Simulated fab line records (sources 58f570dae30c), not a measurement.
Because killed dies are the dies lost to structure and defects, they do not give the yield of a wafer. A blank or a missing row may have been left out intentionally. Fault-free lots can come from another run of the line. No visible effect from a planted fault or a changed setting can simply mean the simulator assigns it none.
Which tool is to blame? || flow berkeley cmos170 || 42 wafers from 14 lots sampled at 3 of the route's 331 steps

## WHAT THE GAUGES READ, wafer by wafer
UCB170_NWELL_TW_MEAS_16.
{"lot": "L507", "measured": "day 2 10:43", "on": "film metro-02", "NWELL_TW": "1268 1265 1271"}
{"lot": "L509", "measured": "day 2 19:03", "on": "film metro-02", "NWELL_TW": "1277 1272 1274"}
{"lot": "L510", "measured": "day 3 01:09", "on": "film metro-03", "NWELL_TW": "1137 1137 1142"}
{"lot": "L511", "measured": "day 3 06:01", "on": "film metro-03", "NWELL_TW": "1250 1248 1250"}
{"lot": "L512", "measured": "day 3 15:06", "on": "film metro-02", "NWELL_TW": "1148 1154 1152"}
{"lot": "L514", "measured": "day 4 01:41", "on": "film metro-04", "NWELL_TW": "1244 1241 1241"}
{"lot": "L518", "measured": "day 4 18:37", "on": "film metro-02", "NWELL_TW": "1276 1261 1265"}
{"lot": "L521", "measured": "day 5 00:55", "on": "film metro-02", "NWELL_TW": "1274 1270 1273"}
{"lot": "L522", "measured": "day 5 08:33", "on": "film metro-04", "NWELL_TW": "1239 1230 1227"}
{"lot": "L523", "measured": "day 5 12:08", "on": "film metro-04", "NWELL_TW": "1234 1226 1234"}
{"lot": "L524", "measured": "day 5 21:52", "on": "film metro-03", "NWELL_TW": "1256 1250 1253"}
{"lot": "L525", "measured": "day 6 02:02", "on": "film metro-03", "NWELL_TW": "1234 1235 1231"}
{"lot": "L526", "measured": "day 6 06:38", "on": "film metro-03", "NWELL_TW": "1236 1234 1237"}
{"lot": "L530", "measured": "day 6 23:55", "on": "film metro-04", "NWELL_TW": "1233 1233 1237"}

UCB170_FIELD_THK_MEAS_02.
{"lot": "L507", "measured": "day 4 14:39", "on": "film metro-01", "FIELD_OXIDE_THK (nm)": "552 564 554"}
{"lot": "L509", "measured": "day 5 06:11", "on": "film metro-01", "FIELD_OXIDE_THK (nm)": "575 569 564"}
{"lot": "L510", "measured": "day 5 06:11", "on": "film metro-03", "FIELD_OXIDE_THK (nm)": "567 574 571"}
{"lot": "L511", "measured": "day 5 13:02", "on": "film metro-01", "FIELD_OXIDE_THK (nm)": "577 581 580"}
{"lot": "L512", "measured": "day 5 21:52", "on": "film metro-04", "FIELD_OXIDE_THK (nm)": "574 576 574"}
{"lot": "L514", "measured": "day 5 21:56", "on": "film metro-03", "FIELD_OXIDE_THK (nm)": "572 580 588"}
{"lot": "L518", "measured": "day 6 17:54", "on": "film metro-04", "FIELD_OXIDE_THK (nm)": "562 566 558"}
{"lot": "L521", "measured": "day 7 03:57", "on": "film metro-01", "FIELD_OXIDE_THK (nm)": "558 548 542"}
{"lot": "L522", "measured": "day 7 08:38", "on": "film metro-03", "FIELD_OXIDE_THK (nm)": "552 552 547"}
{"lot": "L523", "measured": "day 7 08:39", "on": "film metro-04", "FIELD_OXIDE_THK (nm)": "554 552 558"}
{"lot": "L524", "measured": "day 8 11:36", "on": "film metro-03", "FIELD_OXIDE_THK (nm)": "568 572 572"}
{"lot": "L525", "measured": "day 8 11:37", "on": "film metro-01", "FIELD_OXIDE_THK (nm)": "556 552 552"}
{"lot": "L526", "measured": "day 8 11:36", "on": "film metro-04", "FIELD_OXIDE_THK (nm)": "556 556 552"}
{"lot": "L530", "measured": "day 9 01:22", "on": "film metro-03", "FIELD_OXIDE_THK (nm)": "566 559 556"}

## WHICH TOOL RAN EACH LOT (tool, then ch and the chambers of the sampled wafers, then the start)
{"lot": "L507", "UCB170_NWELL_IMPLANT_14": "implanter-03 ch 0, day 2 10:28"}
{"lot": "L509", "UCB170_NWELL_IMPLANT_14": "implanter-04 ch 0, day 2 18:48"}
{"lot": "L510", "UCB170_NWELL_IMPLANT_14": "implanter-04 ch 0, day 3 00:54"}
{"lot": "L511", "UCB170_NWELL_IMPLANT_14": "implanter-03 ch 0, day 3 05:46"}
{"lot": "L512", "UCB170_NWELL_IMPLANT_14": "implanter-04 ch 0, day 3 14:51"}
{"lot": "L514", "UCB170_NWELL_IMPLANT_14": "implanter-03 ch 0, day 4 01:27"}
{"lot": "L518", "UCB170_NWELL_IMPLANT_14": "implanter-03 ch 0, day 4 18:22"}
{"lot": "L521", "UCB170_NWELL_IMPLANT_14": "implanter-01 ch 0, day 5 00:42"}
{"lot": "L522", "UCB170_NWELL_IMPLANT_14": "implanter-01 ch 0, day 5 08:18"}
{"lot": "L523", "UCB170_NWELL_IMPLANT_14": "implanter-01 ch 0, day 5 11:54"}
{"lot": "L524", "UCB170_NWELL_IMPLANT_14": "implanter-01 ch 0, day 5 21:37"}
{"lot": "L525", "UCB170_NWELL_IMPLANT_14": "implanter-04 ch 0, day 6 01:47"}
{"lot": "L526", "UCB170_NWELL_IMPLANT_14": "implanter-04 ch 0, day 6 06:23"}
{"lot": "L530", "UCB170_NWELL_IMPLANT_14": "implanter-01 ch 0, day 6 23:41"}
- UCB170_NWELL_IMPLANT_14

## AS READ BY THE TOOLS THEMSELVES (means over the sampled wafers that have a number; for cases with no such wafer, the mark the record gives instead)
UCB170_NWELL_IMPLANT_14.
{"lot": "L507", "tool": "implanter-03", "beam energy keV": 149.94}
{"lot": "L509", "tool": "implanter-04", "beam energy keV": 150.05}
{"lot": "L510", "tool": "implanter-04", "beam energy keV": 97.47}
{"lot": "L511", "tool": "implanter-03", "beam energy keV": 149.99}
{"lot": "L512", "tool": "implanter-04", "beam energy keV": 97.43}
{"lot": "L514", "tool": "implanter-03", "beam energy keV": 150.02}
{"lot": "L518", "tool": "implanter-03", "beam energy keV": 150.00}
{"lot": "L521", "tool": "implanter-01", "beam energy keV": 150.02}
{"lot": "L522", "tool": "implanter-01", "beam energy keV": 149.99}
{"lot": "L523", "tool": "implanter-01", "beam energy keV": 149.95}
{"lot": "L524", "tool": "implanter-01", "beam energy keV": 149.99}
{"lot": "L525", "tool": "implanter-04", "beam energy keV": 149.99}
{"lot": "L526", "tool": "implanter-04", "beam energy keV": 149.96}
{"lot": "L530", "tool": "implanter-01", "beam energy keV": 149.92}

## THE ANSWER, worked out from the rows above alone
Rule: the usual values come from the lots themselves. Put in order of their means at a reading, lots are off if they are a third of the lots or fewer, leave a main group of 4 or more, and stand apart from it by a gap of 3 or more times the standard deviation of the main group's means; of several such gaps the widest counts. A main group whose means are all the same, to the digits that the tables above print for the reading, isn't used. A lot without any number at a reading at which 4 lots or more have one is off too. The other lots that the step has rows for count as sound. First the gauges in route order, then the tools' own readings, where a lot's mean is used as printed above. The first step at which some lot is off is used, and at that step the reading that is off furthest; a lot without a number counts as furthest.
Off: L510, L512, seen at UCB170_NWELL_TW_MEAS_16 (NWELL_TW). Main group: mean 1249, sd 16.
A tool fits if, at a process step before that reading, it ran every lot that is off, and no sound lot after the first of them. The gauges at UCB170_NWELL_TW_MEAS_16 aren't tried: what is off there is off at UCB170_NWELL_IMPLANT_14 too, on other tools, and a gauge's error can't cause that. Not one of the candidates tried fits.

## WHAT THE SIMULATOR PUT IN
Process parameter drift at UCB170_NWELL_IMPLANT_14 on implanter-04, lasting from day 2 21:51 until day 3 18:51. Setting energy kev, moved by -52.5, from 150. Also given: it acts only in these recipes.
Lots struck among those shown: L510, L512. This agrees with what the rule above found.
